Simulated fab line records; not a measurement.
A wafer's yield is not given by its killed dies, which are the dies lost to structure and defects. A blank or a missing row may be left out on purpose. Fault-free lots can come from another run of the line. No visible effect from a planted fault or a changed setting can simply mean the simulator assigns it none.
Which tool did it? / flow rit-cmos / 13 lots with 39 wafers sampled at 2 steps, on a route of 202 steps

WHAT THE GAUGES SHOWED, per wafer
RIT_M1_CD_MEAS_09 targets a cd of 2600 nm. Usual: cd-nm reads 2599.7 nm (standard deviation 2.3).
lot=L684; measured=day 3 08:23; on=cd-sem-01; cd-nm (nm)=2595.3 2597.1 2594.0; flag=
lot=L685; measured=day 3 17:02; on=cd-sem-01; cd-nm (nm)=2601.6 2599.4 2600.3; flag=
lot=L686; measured=day 3 21:32; on=cd-sem-02; cd-nm (nm)=2602.3 2600.5 2600.0; flag=
lot=L687; measured=day 4 01:43; on=cd-sem-01; cd-nm (nm)=2599.2 2598.4 2598.0; flag=
lot=L688; measured=day 4 06:25; on=cd-sem-01; cd-nm (nm)=2600.4 2599.3 2601.0; flag=
lot=L689; measured=day 4 13:34; on=cd-sem-02; cd-nm (nm)=2598.5 2599.2 2601.2; flag=
lot=L690; measured=day 4 13:59; on=cd-sem-01; cd-nm (nm)=2601.9 2601.5 2602.1; flag=
lot=L691; measured=day 4 18:41; on=cd-sem-01; cd-nm (nm)=2602.1 2601.4 2602.8; flag=
lot=L692; measured=day 5 03:50; on=cd-sem-02; cd-nm (nm)=2602.9 2601.9 2601.3; flag=
lot=L693; measured=day 5 08:07; on=cd-sem-02; cd-nm (nm)=2600.6 2600.9 2598.4; flag=
lot=L694; measured=day 5 11:57; on=cd-sem-02; cd-nm (nm)=2598.8 2601.0 2598.0; flag=
lot=L695; measured=day 5 16:41; on=cd-sem-02; cd-nm (nm)=2597.7 2599.1 2598.1; flag=
lot=L700; measured=day 6 16:26; on=cd-sem-02; cd-nm (nm)=2596.6 2573.9 2562.7; flag=OFF

WHAT TOOL EACH LOT RAN ON (gives the tool, then ch and the chambers of the sampled wafers, and finally the start)
lot=L684; RIT_M1_EXPOSE_06=iline-stepper-01 ch 0, day 3 07:57
lot=L685; RIT_M1_EXPOSE_06=iline-stepper-02 ch 0, day 3 16:36
lot=L686; RIT_M1_EXPOSE_06=iline-stepper-01 ch 0, day 3 21:07
lot=L687; RIT_M1_EXPOSE_06=iline-stepper-01 ch 0, day 4 01:17
lot=L688; RIT_M1_EXPOSE_06=iline-stepper-01 ch 0, day 4 05:50
lot=L689; RIT_M1_EXPOSE_06=iline-stepper-02 ch 0, day 4 13:08
lot=L690; RIT_M1_EXPOSE_06=iline-stepper-02 ch 0, day 4 13:33
lot=L691; RIT_M1_EXPOSE_06=iline-stepper-01 ch 0, day 4 18:15
lot=L692; RIT_M1_EXPOSE_06=iline-stepper-01 ch 0, day 5 03:24
lot=L693; RIT_M1_EXPOSE_06=iline-stepper-02 ch 0, day 5 07:41
lot=L694; RIT_M1_EXPOSE_06=iline-stepper-01 ch 0, day 5 11:31
lot=L695; RIT_M1_EXPOSE_06=iline-stepper-02 ch 0, day 5 16:15
lot=L700; RIT_M1_EXPOSE_06=iline-stepper-01 ch 0, day 6 16:01
- RIT_M1_EXPOSE_06: exposes mask M12, target cd 2600 nm.

WHAT THE TOOLS THEMSELVES READ (means of the sampled wafers that have a number; where no wafer has one, the mark that the record gives instead)
RIT_M1_EXPOSE_06. Usual: exposure-dose-mJ-cm2 reads 249.94 (standard deviation 0.23).
lot=L684 tool=iline-stepper-01 exposure-dose-mJ-cm2=250.06 flag=
lot=L685 tool=iline-stepper-02 exposure-dose-mJ-cm2=249.86 flag=
lot=L686 tool=iline-stepper-01 exposure-dose-mJ-cm2=250.02 flag=
lot=L687 tool=iline-stepper-01 exposure-dose-mJ-cm2=249.71 flag=
lot=L688 tool=iline-stepper-01 exposure-dose-mJ-cm2=249.90 flag=
lot=L689 tool=iline-stepper-02 exposure-dose-mJ-cm2=249.92 flag=
lot=L690 tool=iline-stepper-02 exposure-dose-mJ-cm2=250.11 flag=
lot=L691 tool=iline-stepper-01 exposure-dose-mJ-cm2=249.89 flag=
lot=L692 tool=iline-stepper-01 exposure-dose-mJ-cm2=250.05 flag=
lot=L693 tool=iline-stepper-02 exposure-dose-mJ-cm2=249.99 flag=
lot=L694 tool=iline-stepper-01 exposure-dose-mJ-cm2=250.14 flag=
lot=L695 tool=iline-stepper-02 exposure-dose-mJ-cm2=250.15 flag=
lot=L700 tool=iline-stepper-01 exposure-dose-mJ-cm2=246.06 flag=OFF

THE ANSWER, worked out from the rows above alone
Rule: a lot is off if the mean of its wafers that have a number lies more than 3 standard deviations from the usual mean. Also off: a lot with no number at a reading for which 4 or more lots have one. The other lots that the step has rows for count as sound. The gauges are gone through in route order, then the tools' own readings, and for those a lot's mean is taken as printed above. At the first step where some lot is off, the reading lying furthest off is the one used; lots without a number count as furthest.
Off, at RIT_M1_CD_MEAS_09 on cd-nm: L700.
If a tool, at a process step before that reading, ran all the lots that are off and no sound lot after the first of them, it fits. The gauges at RIT_M1_CD_MEAS_09 aren't tried: what is off there is off at RIT_M1_EXPOSE_06 too, on other tools, and a gauge's error can't cause that. One fits: RIT_M1_EXPOSE_06 on iline-stepper-01. Its last sound lot is L694 (day 5 11:31), its first lot that is off L700 (day 6 16:01): a fault that began between those two fits.
On the lots that are off, the tool's own readings at RIT_M1_EXPOSE_06 differ by more than 5 times the standard deviation of the sound lots' means, which bears it out; exposure-dose-mJ-cm2 reads 246.06 there versus 249.98 on the sound lots.

WHAT THE SIMULATOR HAD PUT IN
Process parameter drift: iline-stepper-01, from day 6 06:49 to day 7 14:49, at RIT_M1_EXPOSE_06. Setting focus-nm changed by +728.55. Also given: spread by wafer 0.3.
Struck lots among those shown: L700. The rule above found the same.
